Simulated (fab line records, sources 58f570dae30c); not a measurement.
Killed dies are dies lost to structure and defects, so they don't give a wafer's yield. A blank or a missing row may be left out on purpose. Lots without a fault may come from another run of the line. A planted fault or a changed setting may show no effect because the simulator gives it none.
fab line records | flow berkeley_cmos170
record lots=5 wafers=23
route steps=331 shown PSD@183 NSD@195 BACKSIDE@202 SDANNEAL@204 NLDD@209 CONTACT@220 M1@242
start_h: hours from the record's first day to the start of the lot's first wafer shown | wait_h: hours since the lot's step before | " the same as in the row above | L1.1+2: a row that stands for several wafers | - no value, or no start given | * or withheld: withheld | < > ~ a bound
route shown NAME@n: a module of which the file shows steps, and the number in the route of the first | usual: mean/standard deviation of fault-free wafers | same: alike in all rows | chamber/n: place in a boat | sites: the reading at each site | _std_site: their standard deviation | _edge_site: outer sites' mean less inner sites' | radius_mm: how far each site lies from the wafer's centre | mask NAME#n: copy n | behind: the tool/chamber that last shaped the wafer | hold: why the lot was held/for how many hours/how that ended | device: the transistor (n, p or np) that didn't switch | end of line: the same wafers' tests at the end of the route | a step without rows: its recipe alone | killed: dies lost to structure and defects at the first sort, not the wafer's yield | map: a wafer's dies, x killed, . not, _ none there
set.NAME: the setting as run; set.NAME@STEP: as run at that earlier step | model.NAME: the simulator's own value behind a step, which no gauge read
lots whose settings were changed on purpose; a table a step, a row a wafer
## steps
# step UCB170_PSD_IMPLANT_08
# recipe species=B dose_cm2=3e+15 energy_kev=20 tilt_deg=7
# columns lot.wafer tool chamber start_h wait_h set.dose_cm2
L078.1+6 implanter-02 0 189.93 0.0 3.157e+15
L078.2+3+4 " 0 " " 3e+15
L079.2+3+6 implanter-04 0 190.07 0.0 3e+15
L081.1+6 implanter-04 0 209.95 0.0 3e+15
L081.2+3+5 " 0 " " 3.093e+15
L084.1+6 implanter-04 0 219.63 0.0 3.081e+15
L084.2+4+5 " 0 " " 3e+15
L085.1+2+3+4+6 implanter-01 0 219.90 0.0 3e+15
# step UCB170_PSD_STRIP_09
# recipe chemistry=O2 power_w=400 pressure_mtorr=3500 platen_temp_c=withheld o2_flow_sccm=400 overash_fraction=0.5
# usual strip_time_to_endpoint_s=29.40/0.078
# columns lot.wafer tool chamber start_h wait_h set.dose_cm2@PSD_IMPLANT_08 strip_time_to_endpoint_s
L078.1 plasma_asher-04 0 190.08 0.1 3.157e+15 30.07
L078.2 " 1 " " 3e+15 29.51
L078.3 " 0 " " 3e+15 29.47
L078.4 " 1 " " 3e+15 29.51
L078.6 " 1 " " 3.157e+15 30.11
L079.2 plasma_asher-02 1 190.20 0.1 3e+15 29.35
L079.3 " 1 " " 3e+15 29.34
L079.6 " 1 " " 3e+15 29.40
L081.1 plasma_asher-02 1 210.10 0.1 3e+15 29.32
L081.2 " 0 " " 3.093e+15 29.61
L081.3 " 0 " " 3.093e+15 29.68
L081.5 " 0 " " 3.093e+15 29.66
L081.6 " 1 " " 3e+15 29.35
L084.1 plasma_asher-04 0 219.78 0.1 3.081e+15 29.70
L084.2 " 1 " " 3e+15 29.44
L084.4 " 1 " " 3e+15 29.41
L084.5 " 0 " " 3e+15 29.43
L084.6 " 1 " " 3.081e+15 29.70
L085.1 plasma_asher-04 0 220.05 0.1 3e+15 29.38
L085.2 " 1 " " 3e+15 29.29
L085.3 " 0 " " 3e+15 29.37
L085.4 " 1 " " 3e+15 29.34
L085.6 " 1 " " 3e+15 29.33
# step UCB170_NSD_IMPLANT_08
# recipe species=P dose_cm2=3e+15 energy_kev=40 tilt_deg=7
# columns lot.wafer tool chamber start_h wait_h set.energy_kev model.implant.rp_nm model.implant.drp_nm
L078.1+4 implanter-02 0 191.55 0.0 40 47.09 21.16
L078.2+3+6 " 0 " " 41.41 48.72 21.79
L079.2+3+6 implanter-04 0 191.82 0.0 40 48.74 21.16
L081.1+5+6 implanter-02 0 211.74 0.0 40 48.62 21.16
L081.2+3 " 0 " " 38.38 46.69 20.42
L084.1+2+5 implanter-02 0 222.31 0.0 41.16 48.46 21.67
L084.4+6 " 0 " " 40 47.12 21.16
L085.1+2 implanter-02 0 222.58 0.0 40 47.24 21.16
L085.3+4+6 " 0 " " 38.45 45.44 20.46
# step UCB170_NSD_STRIP_09
# recipe chemistry=O2 power_w=400 pressure_mtorr=3500 platen_temp_c=withheld o2_flow_sccm=400 overash_fraction=0.5
# usual strip_time_to_endpoint_s=35.80/0.071
# columns lot.wafer tool chamber start_h wait_h set.energy_kev@NSD_IMPLANT_08 strip_time_to_endpoint_s
L078.1 plasma_asher-04 0 191.70 0.1 40 35.74
L078.2 " 1 " " 41.41 36.24
L078.3 " 0 " " 41.41 36.20
L078.4 " 1 " " 40 35.68
L078.6 " 0 " " 41.41 36.27
L079.2 plasma_asher-02 1 191.94 0.1 40 35.88
L079.3 " 1 " " 40 35.88
L079.6 " 1 " " 40 35.84
L081.1 plasma_asher-04 0 211.89 0.1 40 35.74
L081.2 " 1 " " 38.38 35.18
L081.3 " 0 " " 38.38 35.20
L081.5 " 0 " " 40 35.70
L081.6 " 1 " " 40 35.71
L084.1 plasma_asher-01 0 222.46 0.1 41.16 36.26
L084.2 " 1 " " 41.16 36.23
L084.4 " 0 " " 40 35.80
L084.5 " 0 " " 41.16 36.32
L084.6 " 1 " " 40 35.81
L085.1 plasma_asher-01 0 222.73 0.1 40 35.98
L085.2 " 1 " " 40 35.87
L085.3 " 0 " " 38.45 35.35
L085.4 " 1 " " 38.45 35.32
L085.6 " 0 " " 38.45 35.30
# step UCB170_BACKSIDE_STRIP_03
# recipe chemistry=O2 power_w=400 pressure_mtorr=3500 platen_temp_c=withheld o2_flow_sccm=400 overash_fraction=0.5
# usual oes_product_au=0.735/0.005 strip_time_to_endpoint_s=21.96/0.078
# columns lot.wafer tool chamber start_h wait_h set.power_w oes_product_au strip_time_to_endpoint_s
L078.1 plasma_asher-01 1 192.58 0.1 434.7 0.766 20.64
L078.2 " 0 " " 434.7 0.764 20.74
L078.3 " 0 " " 400 0.741 22.00
L078.4 " 1 " " 434.7 0.767 20.72
L078.6 " 0 " " 400 0.731 22.01
L079.2 plasma_asher-01 0 193.00 0.1 400 0.744 21.86
L079.3 " 1 " " 400 0.735 21.89
L079.6 " 1 " " 400 0.743 21.90
L081.1 plasma_asher-01 1 214.65 0.1 442.4 0.768 20.29
L081.2 " 0 " " 400 0.728 21.95
L081.3 " 1 " " 442.4 0.770 20.25
L081.5 " 0 " " 400 0.738 21.92
L081.6 " 1 " " 400 0.736 21.85
L084.1 plasma_asher-04 0 223.34 0.1 416.8 0.755 21.39
L084.2 " 1 " " 416.8 0.750 21.43
L084.4 " 1 " " 400 0.733 22.04
L084.5 " 1 " " 400 0.741 22.10
L084.6 " 0 " " 400 0.735 22.02
L085.1 plasma_asher-04 1 223.66 0.1 446.7 0.778 20.28
L085.2 " 0 " " 446.7 0.782 20.31
L085.3 " 1 " " 400 0.731 22.01
L085.4 " 0 " " 400 0.750 21.95
L085.6 " 0 " " 446.7 0.775 20.22
# step UCB170_BACKSIDE_CLEAN_04
# recipe chemistry=SPM temp_c=120 time_s=600
# step UCB170_SDANNEAL_RTA_00
# recipe temp_c=900 time_s=10 ambient=N2
# step UCB170_SDANNEAL_RTA_01
# recipe temp_c=1050 time_s=5 ambient=N2
# step UCB170_SDANNEAL_RS_MEAS_02
# recipe thk_meas_gauge=four-point-probe
# usual PSD_RS=75.7/0.35
# columns lot.wafer tool chamber start_h wait_h set.dose_cm2@PSD_IMPLANT_08 PSD_RS[ohm/sq]
L078.1 film_metro-02 - 192.98 0.0 3.157e+15 73.0
L078.2 " - " " 3e+15 76.3
L078.3 " - " " 3e+15 76.2
L078.4 " - " " 3e+15 76.4
L078.6 " - " " 3.157e+15 73.3
L079.2 film_metro-03 - 193.46 0.1 3e+15 76.2
L079.3 " - " " 3e+15 76.1
L079.6 " - " " 3e+15 76.1
L081.1 film_metro-02 - 215.05 0.0 3e+15 76.2
L081.2 " - " " 3.093e+15 74.4
L081.3 " - " " 3.093e+15 74.1
L081.5 " - " " 3.093e+15 74.4
L081.6 " - " " 3e+15 76.2
L084.1 film_metro-02 - 223.78 0.0 3.081e+15 74.3
L084.2 " - " " 3e+15 75.3
L084.4 " - " " 3e+15 75.7
L084.5 " - " " 3e+15 75.9
L084.6 " - " " 3.081e+15 74.0
L085.1 film_metro-04 - 224.14 0.0 3e+15 75.3
L085.2 " - " " 3e+15 75.5
L085.3 " - " " 3e+15 75.2
L085.4 " - " " 3e+15 75.2
L085.6 " - " " 3e+15 75.4
# step UCB170_SDANNEAL_RS_MEAS_03
# recipe thk_meas_gauge=four-point-probe
# usual NSD_RS=37.32/0.13
# columns lot.wafer tool chamber start_h wait_h set.energy_kev@NSD_IMPLANT_08 NSD_RS[ohm/sq]
L078.1 film_metro-02 - 193.10 0.1 40 37.53
L078.2 " - " " 41.41 37.19
L078.3 " - " " 41.41 37.22
L078.4 " - " " 40 37.56
L078.6 " - " " 41.41 37.10
L079.2 film_metro-03 - 193.58 0.1 40 37.32
L079.3 " - " " 40 37.42
L079.6 " - " " 40 37.35
L081.1 film_metro-02 - 215.17 0.1 40 37.37
L081.2 " - " " 38.38 38.01
L081.3 " - " " 38.38 38.00
L081.5 " - " " 40 37.43
L081.6 " - " " 40 37.52
L084.1 film_metro-02 - 223.90 0.1 41.16 37.00
L084.2 " - " " 41.16 36.97
L084.4 " - " " 40 37.41
L084.5 " - " " 41.16 36.96
L084.6 " - " " 40 37.19
L085.1 film_metro-04 - 224.26 0.1 40 37.10
L085.2 " - " " 40 37.20
L085.3 " - " " 38.45 37.67
L085.4 " - " " 38.45 37.64
L085.6 " - " " 38.45 37.65
# step UCB170_SDANNEAL_RS_MEAS_05
# recipe thk_meas_gauge=four-point-probe
# usual NLDD_RS=616.3/1.3
# columns lot.wafer tool chamber start_h wait_h set.dose_cm2@NLDD_IMPLANT_09 NLDD_RS[ohm/sq]
L078.1 film_metro-02 - 193.34 0.1 5e+13 614.1
L078.2 " - " " 5e+13 614.8
L078.3 " - " " 5.115e+13 611.1
L078.4 " - " " 5.115e+13 612.6
L078.6 " - " " 5e+13 617.1
L079.2 film_metro-03 - 193.82 0.1 5e+13 615.6
L079.3 " - " " 5e+13 615.4
L079.6 " - " " 5e+13 615.6
L081.1 film_metro-02 - 215.41 0.1 5e+13 617.8
L081.2 " - " " 5e+13 617.9
L081.3 " - " " 5e+13 616.8
L081.5 " - " " 5e+13 617.7
L081.6 " - " " 5e+13 617.0
L084.1 film_metro-02 - 224.14 0.1 5e+13 614.4
L084.2 " - " " 5e+13 615.4
L084.4 " - " " 5e+13 616.3
L084.5 " - " " 5e+13 615.0
L084.6 " - " " 5e+13 616.5
L085.1 film_metro-04 - 224.50 0.1 5e+13 614.8
L085.2 " - " " 5.168e+13 608.6
L085.3 " - " " 5e+13 615.6
L085.4 " - " " 5e+13 615.2
L085.6 " - " " 5.168e+13 608.0
# step UCB170_CONTACT_COAT_04
# recipe resist=KrF spin_rpm=1500 resist_thk_nm=900
# columns lot.wafer tool chamber start_h wait_h set.spin_rpm model.KrF_of_CONTACT_COAT_04.thk_nm
L078.1 litho_track-01 0 196.05 0.1 1500 901.3
L078.2 " 0 " " 1438 920.5
L078.3 " 0 " " 1438 921.2
L078.4 " 0 " " 1500 904.6
L078.6 " 0 " " 1500 902.6
L079.2 litho_track-03 0 196.48 0.1 1500 897.4
L079.3 " 0 " " 1500 900.9
L079.6 " 0 " " 1500 897.5
L081.1 litho_track-02 0 218.09 0.1 1500 898.3
L081.2 " 0 " " 1500 898.4
L081.3 " 0 " " 1500 902.9
L081.5 " 0 " " 1500 901.6
L081.6 " 0 " " 1500 900.7
L084.1 litho_track-03 0 227.03 0.1 1531 891
L084.2 " 0 " " 1500 899.9
L084.4 " 0 " " 1500 898.5
L084.5 " 0 " " 1531 893.2
L084.6 " 0 " " 1531 891.3
L085.1 litho_track-03 0 228.23 0.1 1438 918
L085.2 " 0 " " 1500 902.3
L085.3 " 0 " " 1438 917.6
L085.4 " 0 " " 1500 899.1
L085.6 " 0 " " 1500 902.4
# step UCB170_CONTACT_SOFTBAKE_05
# recipe resist=KrF temp_c=130 time_s=60
# step UCB170_CONTACT_STRIP_06
# recipe chemistry=O2 power_w=400 pressure_mtorr=3500 platen_temp_c=withheld o2_flow_sccm=400 overash_fraction=0.5
# usual strip_time_to_endpoint_s=21.96/0.056
# columns lot.wafer tool chamber start_h wait_h set.spin_rpm@CONTACT_COAT_04 strip_time_to_endpoint_s
L078.1 plasma_asher-02 1 196.35 0.1 1500 21.99
L078.2 " 0 " " 1438 22.47
L078.3 " 1 " " 1438 22.47
L078.4 " 0 " " 1500 22.06
L078.6 " 0 " " 1500 22.02
L079.2 plasma_asher-01 0 196.76 0.1 1500 21.89
L079.3 " 1 " " 1500 21.99
L079.6 " 1 " " 1500 21.90
L081.1 plasma_asher-01 0 218.39 0.1 1500 21.93
L081.2 " 1 " " 1500 21.94
L081.3 " 0 " " 1500 22.03
L081.5 " 0 " " 1500 22.01
L081.6 " 1 " " 1500 21.98
L084.1 plasma_asher-02 1 227.33 0.1 1531 21.75
L084.2 " 0 " " 1500 21.97
L084.4 " 1 " " 1500 21.93
L084.5 " 1 " " 1531 21.78
L084.6 " 0 " " 1531 21.76
L085.1 plasma_asher-01 0 228.53 0.1 1438 22.40
L085.2 " 1 " " 1500 22.03
L085.3 " 1 " " 1438 22.41
L085.4 " 0 " " 1500 21.95
L085.6 " 0 " " 1500 22.02
# step UCB170_CONTACT_EXPOSE_12
# recipe mask_id=CONT target_cd_nm=700 na=0.5 sigma_outer=0.6 source_shape=conventional dose_mj=35
# columns lot.wafer tool chamber start_h wait_h mask set.dose_mj
L078.1+2 krf_scanner-02 0 197.15 - CONT#0 35
L078.3+4+6 " 0 " " CONT#0 37.19
L079.2+3+6 krf_scanner-01 0 197.69 - CONT#0 35
L081.1+2+5 krf_scanner-01 0 221.37 - CONT#0 33.32
L081.3+6 " 0 " " CONT#0 35
L084.1+2+4+5+6 krf_scanner-02 0 228.24 - CONT#0 35
L085.1+3+4 krf_scanner-02 0 229.44 - CONT#0 37.56
L085.2+6 " 0 " " CONT#0 35
# step UCB170_CONTACT_PEB_13
# recipe peb_temp_c=130 peb_time_s=withheld resist=KrF
# step UCB170_CONTACT_DEVELOP_14
# recipe developer=TMAH develop_time_s=45 resist=KrF dev_temp_c=21
# step UCB170_CONTACT_CD_MEAS_15
# recipe target_cd_nm=700
# usual cd_nm=699.4/1.3
# columns lot.wafer tool chamber start_h wait_h set.dose_mj@CONTACT_EXPOSE_12 cd_nm
L078.1 cd_sem-01 - 197.54 - 35 700.6
L078.2 " - " " 35 699.7
L078.3 " - " " 37.19 710.5
L078.4 " - " " 37.19 712.3
L078.6 " - " " 37.19 711.1
L079.2 cd_sem-01 - 198.09 - 35 698.7
L079.3 " - " " 35 700.7
L079.6 " - " " 35 698.2
L081.1 cd_sem-01 - 222.00 - 33.32 692.1
L081.2 " - " " 33.32 690.7
L081.3 " - " " 35 699.0
L081.5 " - " " 33.32 690.0
L081.6 " - " " 35 699.0
L084.1 cd_sem-02 - 228.80 - 35 700.9
L084.2 " - " " 35 701.8
L084.4 " - " " 35 700.6
L084.5 " - " " 35 700.0
L084.6 " - " " 35 701.7
L085.1 cd_sem-01 - 229.84 - 37.56 713.4
L085.2 " - " " 35 701.3
L085.3 " - " " 37.56 713.2
L085.4 " - " " 37.56 712.8
L085.6 " - " " 35 701.8
# step UCB170_CONTACT_ETCH_17
# recipe chemistry=N2/H2 target_depth_a=withheld overetch_a=withheld target=BARC time_s=withheld source_w=500 bias_w=100 pressure_mtorr=30 n2_flow_sccm=100 h2_flow_sccm=200
# columns lot.wafer tool chamber start_h wait_h set.dose_mj@CONTACT_EXPOSE_12 model.CONTACT.cd_nm
L078.1 rie_diel-03 2 197.69 0.0 35 701.2
L078.2 " 1 " " 35 700.6
L078.3+6 " 3,2 " " 37.19 711.8
L078.4 " 0 " " 37.19 711.6
L079.2 rie_diel-02 3 198.22 0.0 35 698.8
L079.3 " 0 " " 35 700
L079.6 " 0 " " 35 698.2
L081.1 rie_diel-02 2 222.15 0.0 33.32 692
L081.2 " 0 " " 33.32 690.7
L081.3 " 3 " " 35 699.4
L081.5 " 0 " " 33.32 690.2
L081.6 " 1 " " 35 699.5
L084.1 rie_diel-02 0 228.96 0.0 35 699.9
L084.2 " 3 " " 35 702.1
L084.4 " 1 " " 35 701.2
L084.5 " 2 " " 35 699.5
L084.6 " 3 " " 35 701.9
L085.1 rie_diel-03 1 229.99 0.0 37.56 714.3
L085.2 " 2 " " 35 701.3
L085.3 " 0 " " 37.56 712.9
L085.4 " 3 " " 37.56 713.6
L085.6 " 2 " " 35 702.2
# step UCB170_CONTACT_ETCH_18
# recipe chemistry=CHF3/CF4/Ar target=PSG stop_on=TiSi2 CHF3_flow_sccm=45 cf4_flow_sccm=15 Ar_flow_sccm=150 pressure_mtorr=200 rf_w=700 target_depth_a=8400 over_etch_frac=0.2 time_s=195
# step UCB170_CONTACT_STRIP_19
# recipe chemistry=O2 power_w=400 pressure_mtorr=3500 platen_temp_c=withheld o2_flow_sccm=400 overash_fraction=0.5
# step UCB170_CONTACT_CD_MEAS_90
# recipe target_cd_nm=700
# usual cd_nm=699.3/1.5
# columns lot.wafer tool chamber start_h wait_h set.dose_mj@CONTACT_EXPOSE_12 cd_nm
L078.1 cd_sem-02 - 197.96 0.1 35 701.1
L078.2 " - " " 35 699.8
L078.3 " - " " 37.19 711.3
L078.4 " - " " 37.19 711.8
L078.6 " - " " 37.19 711.8
L079.2 cd_sem-02 - 198.51 0.1 35 698.3
L079.3 " - " " 35 699.7
L079.6 " - " " 35 698.5
L081.1 cd_sem-02 - 222.42 0.1 33.32 691.7
L081.2 " - " " 33.32 690.5
L081.3 " - " " 35 699.2
L081.5 " - " " 33.32 690.3
L081.6 " - " " 35 699.8
L084.1 cd_sem-02 - 229.23 0.1 35 700.3
L084.2 " - " " 35 702.1
L084.4 " - " " 35 701.9
L084.5 " - " " 35 699.6
L084.6 " - " " 35 702.0
L085.1 cd_sem-01 - 230.26 0.1 37.56 713.7
L085.2 " - " " 35 701.6
L085.3 " - " " 37.56 713.1
L085.4 " - " " 37.56 713.7
L085.6 " - " " 35 702.3
# step UCB170_M1_COAT_04
# recipe resist=KrF spin_rpm=1500 resist_thk_nm=900
# columns lot.wafer tool chamber start_h wait_h set.resist_thk_nm model.KrF_of_M1_COAT_04.thk_nm
L078.1 litho_track-02 0 - - 900 898.1
L078.2 " 0 " " 900 896.9
L078.3 " 0 " " 938.8 937.8
L078.4 " 0 " " 938.8 937.2
L078.6 " 0 " " 900 897.4
L079.2 litho_track-01 0 - - 900 903
L079.3 " 0 " " 900 902.6
L079.6 " 0 " " 900 902.3
L081.1 litho_track-01 0 - - 915 919.7
L081.2 " 0 " " 900 903.4
L081.3 " 0 " " 915 916.7
L081.5 " 0 " " 900 901.9
L081.6 " 0 " " 915 918.4
L084.1 litho_track-01 0 - - 900 897.4
L084.2 " 0 " " 900 901
L084.4 " 0 " " 900 898.1
L084.5 " 0 " " 900 898.3
L084.6 " 0 " " 900 896.7
L085.1 litho_track-02 0 - - 900 897.7
L085.2 " 0 " " 900 894
L085.3 " 0 " " 900 896.8
L085.4 " 0 " " 900 895
L085.6 " 0 " " 900 896.3
## key
split step=UCB170_PSD_IMPLANT_08 setting=dose_cm2 stated=3e+15 by=wafer
response step=UCB170_PSD_STRIP_09 reading=strip_time_to_endpoint_s change=* per=1% r=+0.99
response step=UCB170_SDANNEAL_RS_MEAS_02 reading=PSD_RS change=-0.593 per=1% r=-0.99
split step=UCB170_NSD_IMPLANT_08 setting=energy_kev stated=40 by=wafer
response step=UCB170_NSD_IMPLANT_08 reading=model.implant.rp_nm change=+0.468 per=1% r=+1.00
response step=UCB170_NSD_IMPLANT_08 reading=model.implant.drp_nm change=+0.18 per=1% r=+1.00
response step=UCB170_NSD_STRIP_09 reading=strip_time_to_endpoint_s change=* per=1% r=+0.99
response step=UCB170_SDANNEAL_RS_MEAS_03 reading=NSD_RS change=-0.125 per=1% r=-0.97
split step=UCB170_BACKSIDE_STRIP_03 setting=power_w stated=400 by=wafer
response step=UCB170_BACKSIDE_STRIP_03 reading=oes_product_au change=+0.00332 per=1% r=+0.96
response step=UCB170_BACKSIDE_STRIP_03 reading=strip_time_to_endpoint_s change=* per=1% r=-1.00
split step=UCB170_CONTACT_COAT_04 setting=spin_rpm stated=1500 by=wafer
response step=UCB170_CONTACT_COAT_04 reading=model.KrF_of_CONTACT_COAT_04.thk_nm change=-4.11 per=1% r=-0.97
response step=UCB170_CONTACT_STRIP_06 reading=strip_time_to_endpoint_s change=* per=1% r=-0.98
split step=UCB170_CONTACT_EXPOSE_12 setting=dose_mj stated=35 by=wafer
response step=UCB170_CONTACT_CD_MEAS_15 reading=cd_nm change=+1.67 per=1% r=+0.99
response step=UCB170_CONTACT_ETCH_17 reading=model.CONTACT.cd_nm change=+1.68 per=1% r=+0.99
response step=UCB170_CONTACT_CD_MEAS_90 reading=cd_nm change=+1.69 per=1% r=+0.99
split step=UCB170_M1_COAT_04 setting=resist_thk_nm stated=900 by=wafer
response step=UCB170_M1_COAT_04 reading=model.KrF_of_M1_COAT_04.thk_nm change=+9.3 per=1% r=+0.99
split outside_this_file step=UCB170_NLDD_IMPLANT_09 setting=dose_cm2
# split outside_this_file: this setting was split too, and the file shows its column; the key of that split is in another file
